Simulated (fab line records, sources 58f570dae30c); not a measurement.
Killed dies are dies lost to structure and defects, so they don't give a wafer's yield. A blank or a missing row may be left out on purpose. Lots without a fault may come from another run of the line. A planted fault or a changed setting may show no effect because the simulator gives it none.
One fault seen from 2 desks | flow berkeley_cmos170 | each desk has only its own numbers; what lay behind them comes last

THE METROLOGY DESK
What the gauges read, lot by lot, whatever tool the lot ran on: means of the sampled wafers that have a number. A lot is out of limits, marked OUT, if its mean lies more than 4 standard deviations from the usual mean; the brackets give that distance.
Columns: A = PLDD_RS at UCB170_SDANNEAL_RS_MEAS_04, usual 1033 ohm/sq; B = NLDD_RS at UCB170_SDANNEAL_RS_MEAS_05, usual 617.0 ohm/sq; C = CONTACT_PSG_THK at UCB170_CONTACT_THK_MEAS_02, usual 700 nm
lot  | first seen here | A              | B     | C
L215 | day 7 21:56     | 1037           | 617.9 | 708
L214 | day 7 22:31     | 1034           | 617.0 | 699
L216 | day 8 08:53     | 1033           | 616.2 | 693
L217 | day 8 20:49     | 1031           | 617.3 | 693
L219 | day 8 21:01     | 1031           | 613.4 | 692
L218 | day 8 21:02     | 1031           | 617.4 | 696
L220 | day 9 10:56     | 1029           | 616.3 | 704
L221 | day 9 11:06     | 1035           | 618.7 | 705
L223 | day 9 18:56     | 1204 (+52) OUT | 618.7 | 701
L222 | day 9 19:04     | 1198 (+50) OUT | 619.5 | 700
L235 | day 12 06:28    | 1037           | 618.1 | 697
L234 | day 12 06:34    | 1031           | 617.0 | 702
This desk's finding: out of limits on L222, L223; first on L223, day 9 18:56 (PLDD_RS at UCB170_SDANNEAL_RS_MEAS_04). In limits: L215, L214, L216, L217, L219, L218, L220, L221, L235, L234.

THE TOOL OWNER'S DESK: furnace-01
The tool's own readings at UCB170_SPACER_ANNEAL_02 (time 1800 s): means of the sampled wafers that have a number, for each lot that ran on this tool. A lot is out of limits, marked OUT, if its mean lies more than 4 standard deviations from the usual mean; the brackets give that distance.
Columns: A = spike_tc_centre_C at UCB170_SPACER_ANNEAL_02, usual 902.0 C; B = spike_tc_load_C at UCB170_SPACER_ANNEAL_02, usual 923.0 C; C = spike_tc_source_C at UCB170_SPACER_ANNEAL_02, usual 925 C; D = tube_center_temp_C at UCB170_SPACER_ANNEAL_02, usual 899.99 C; E = tube_center_temp_C_max at UCB170_SPACER_ANNEAL_02, usual 902.3
lot  | first seen here | A               | B               | C              | D                        | E
L216 | day 8 02:05     | 902.5           | 922.7           | 929            | 899.97                   | 902.6
L220 | day 9 03:32     | 901.5           | 923.3           | 928            | 900.05                   | 902.1
L221 | day 9 03:32     | 902.0           | 923.9           | 927            | 900.01                   | 902.6
L222 | day 9 12:23     | 864.4 (-34) OUT | 886.5 (-28) OUT | 891 (-9.4) OUT | 862.68 (-99 or more) OUT | 865.3 (-99 or more) OUT
L223 | day 9 12:23     | 863.7 (-35) OUT | 886.2 (-28) OUT | 891 (-9.5) OUT | 862.65 (-99 or more) OUT | 864.7 (-99 or more) OUT
This desk's finding: out of limits on L222, L223; first on L222, day 9 12:23 (spike_tc_centre_C at UCB170_SPACER_ANNEAL_02). In limits: L216, L220, L221.

PUT TOGETHER
The tool owner's desk could have raised an alarm at day 9 12:23, on L222, L223.
The metrology desk could have raised an alarm at day 9 18:56, on L222, L223.
Of the lots named, all ran UCB170_SPACER_ANNEAL_02 on furnace-01.

WHAT THE SIMULATOR HAD PUT IN
Process parameter drift: furnace-01, from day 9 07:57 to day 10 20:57, at UCB170_SPACER_ANNEAL_02. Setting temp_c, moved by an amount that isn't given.
Lots struck among those shown: L222, L223.
Hours from the fault's start to each desk's first reading out of limits: the tool owner's desk, 4; the metrology desk, 11.
